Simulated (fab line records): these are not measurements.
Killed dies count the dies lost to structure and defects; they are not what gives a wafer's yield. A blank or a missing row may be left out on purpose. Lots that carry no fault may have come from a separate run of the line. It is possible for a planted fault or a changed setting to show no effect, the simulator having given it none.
Split-lot trial || flow berkeleyCmos170 || route with 331 steps; 5 lots, 23 wafers read

THE SPLIT ITSELF
At UCB170_M2_METAL_ETCH_18 (etches Al in Cl2/BCl3, stops on SiO2, target depth 1170 nm, time 195 s), the setting timeS was moved away from the recipe's 195 s on 7 of the 23 wafers read, by +4.9% to +11.3%. This setting was run at the recipe's value on the other wafers.

The file shows no step between the split and the reading.

THE READING
oesProductAu, in a.u., at UCB170_M2_STRIP_19 (strips in O2). On this fab line, fault-free wafers typically give 0.534 a.u. with a standard deviation of 0.01 a.u.

{"wafer": "L076.1", "tool, chamber at the split": "rieMetal-04, 0", "timeS as run, s": 195, "against the recipe": "recipe", "oesProductAu, a.u.": 0.529, "against lot-mates on the recipe": "-"}
{"wafer": "L076.2", "tool, chamber at the split": "rieMetal-04, 1", "timeS as run, s": 195, "against the recipe": "recipe", "oesProductAu, a.u.": 0.539, "against lot-mates on the recipe": "-"}
{"wafer": "L076.3", "tool, chamber at the split": "rieMetal-04, 1", "timeS as run, s": 195, "against the recipe": "recipe", "oesProductAu, a.u.": 0.531, "against lot-mates on the recipe": "-"}
{"wafer": "L076.4", "tool, chamber at the split": "rieMetal-04, 0", "timeS as run, s": 195, "against the recipe": "recipe", "oesProductAu, a.u.": 0.519, "against lot-mates on the recipe": "-"}
{"wafer": "L076.5", "tool, chamber at the split": "rieMetal-04, 1", "timeS as run, s": 195, "against the recipe": "recipe", "oesProductAu, a.u.": 0.524, "against lot-mates on the recipe": "-"}
{"wafer": "L078.1", "tool, chamber at the split": "rieMetal-01, 0", "timeS as run, s": 195, "against the recipe": "recipe", "oesProductAu, a.u.": 0.518, "against lot-mates on the recipe": "-"}
{"wafer": "L078.4", "tool, chamber at the split": "rieMetal-01, 0", "timeS as run, s": 195, "against the recipe": "recipe", "oesProductAu, a.u.": 0.518, "against lot-mates on the recipe": "-"}
{"wafer": "L078.6", "tool, chamber at the split": "rieMetal-01, 0", "timeS as run, s": 195, "against the recipe": "recipe", "oesProductAu, a.u.": 0.524, "against lot-mates on the recipe": "-"}
{"wafer": "L081.1", "tool, chamber at the split": "rieMetal-04, 1", "timeS as run, s": 204.6, "against the recipe": "+4.9%", "oesProductAu, a.u.": 0.492, "against lot-mates on the recipe": -0.036}
{"wafer": "L081.2", "tool, chamber at the split": "rieMetal-04, 1", "timeS as run, s": 204.6, "against the recipe": "+4.9%", "oesProductAu, a.u.": 0.487, "against lot-mates on the recipe": -0.041}
{"wafer": "L081.3", "tool, chamber at the split": "rieMetal-04, 1", "timeS as run, s": 195, "against the recipe": "recipe", "oesProductAu, a.u.": 0.531, "against lot-mates on the recipe": "-"}
{"wafer": "L081.5", "tool, chamber at the split": "rieMetal-04, 1", "timeS as run, s": 195, "against the recipe": "recipe", "oesProductAu, a.u.": 0.525, "against lot-mates on the recipe": "-"}
{"wafer": "L081.6", "tool, chamber at the split": "rieMetal-04, 1", "timeS as run, s": 204.6, "against the recipe": "+4.9%", "oesProductAu, a.u.": 0.497, "against lot-mates on the recipe": -0.031}
{"wafer": "L084.1", "tool, chamber at the split": "rieMetal-04, 0", "timeS as run, s": 213.1, "against the recipe": "+9.3%", "oesProductAu, a.u.": 0.457, "against lot-mates on the recipe": -0.077}
{"wafer": "L084.2", "tool, chamber at the split": "rieMetal-04, 1", "timeS as run, s": 195, "against the recipe": "recipe", "oesProductAu, a.u.": 0.538, "against lot-mates on the recipe": "-"}
{"wafer": "L084.3", "tool, chamber at the split": "rieMetal-04, 0", "timeS as run, s": 195, "against the recipe": "recipe", "oesProductAu, a.u.": 0.532, "against lot-mates on the recipe": "-"}
{"wafer": "L084.5", "tool, chamber at the split": "rieMetal-04, 0", "timeS as run, s": 213.1, "against the recipe": "+9.3%", "oesProductAu, a.u.": 0.453, "against lot-mates on the recipe": -0.081}
{"wafer": "L084.6", "tool, chamber at the split": "rieMetal-04, 1", "timeS as run, s": 195, "against the recipe": "recipe", "oesProductAu, a.u.": 0.533, "against lot-mates on the recipe": "-"}
{"wafer": "L085.2", "tool, chamber at the split": "rieMetal-01, 1", "timeS as run, s": 195, "against the recipe": "recipe", "oesProductAu, a.u.": 0.534, "against lot-mates on the recipe": "-"}
{"wafer": "L085.3", "tool, chamber at the split": "rieMetal-01, 1", "timeS as run, s": 217, "against the recipe": "+11.3%", "oesProductAu, a.u.": 0.442, "against lot-mates on the recipe": -0.087}
{"wafer": "L085.4", "tool, chamber at the split": "rieMetal-01, 0", "timeS as run, s": 217, "against the recipe": "+11.3%", "oesProductAu, a.u.": 0.438, "against lot-mates on the recipe": -0.091}
{"wafer": "L085.5", "tool, chamber at the split": "rieMetal-01, 0", "timeS as run, s": 195, "against the recipe": "recipe", "oesProductAu, a.u.": 0.521, "against lot-mates on the recipe": "-"}
{"wafer": "L085.6", "tool, chamber at the split": "rieMetal-01, 1", "timeS as run, s": 195, "against the recipe": "recipe", "oesProductAu, a.u.": 0.532, "against lot-mates on the recipe": "-"}

FIT RESULTS
A straight line over all 23 wafers: oesProductAu changes by -0.00777 a.u. for each +1% of timeS; r = -0.98; the points scatter about the line by 0.0061 a.u.
The same after taking each lot's own level away (the mean of its wafers on the recipe; 23 wafers): -0.00806 a.u. for each +1%; r = -0.99; scatter 0.0051 a.u.
Per that fit: largest timeS move, reading shift of 0.091 a.u.
Measured against the standard deviation above, the lots' own levels, which go from 0.5200 to 0.5343 a.u., span 1.4 times it.
The two slopes are in agreement: the lot-to-lot level therefore moves the slope only a little.
Check: with one of the wafers moved furthest among these (+11.3%) left out of the fit, the line predicts -0.092 a.u. for it against its lot-mates. It came out at -0.087 a.u. against them.

THE WHOLE CHAIN: every reading that the file lists as answering this split, in the file's order
{"step": "UCB170_M2_METAL_ETCH_18", "what it does": "etches Al in Cl2/BCl3, stops on SiO2, target depth 1170 nm, time 195 s", "reading": "KrF_of_M2_COAT_10.thkNm (the simulator's own value, which no gauge read)", "change (the file's fit)": "-7.2 nm for each +1% of the setting", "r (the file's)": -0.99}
{"step": "UCB170_M2_METAL_ETCH_18", "what it does": "etches Al in Cl2/BCl3, stops on SiO2, target depth 1170 nm, time 195 s", "reading": "SiO2_of_V1_CVD_00.thkNm (the simulator's own value, which no gauge read)", "change (the file's fit)": "-0.58 nm for each +1% of the setting", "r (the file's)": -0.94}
{"step": "UCB170_M2_STRIP_19", "what it does": "strips in O2", "reading": "oesProductAu", "change (the file's fit)": "-0.00805 a.u. for each +1% of the setting", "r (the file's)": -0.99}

THE FILE'S OWN FIT
oesProductAu changes by -0.00805 a.u. for each +1% of timeS, r = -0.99.
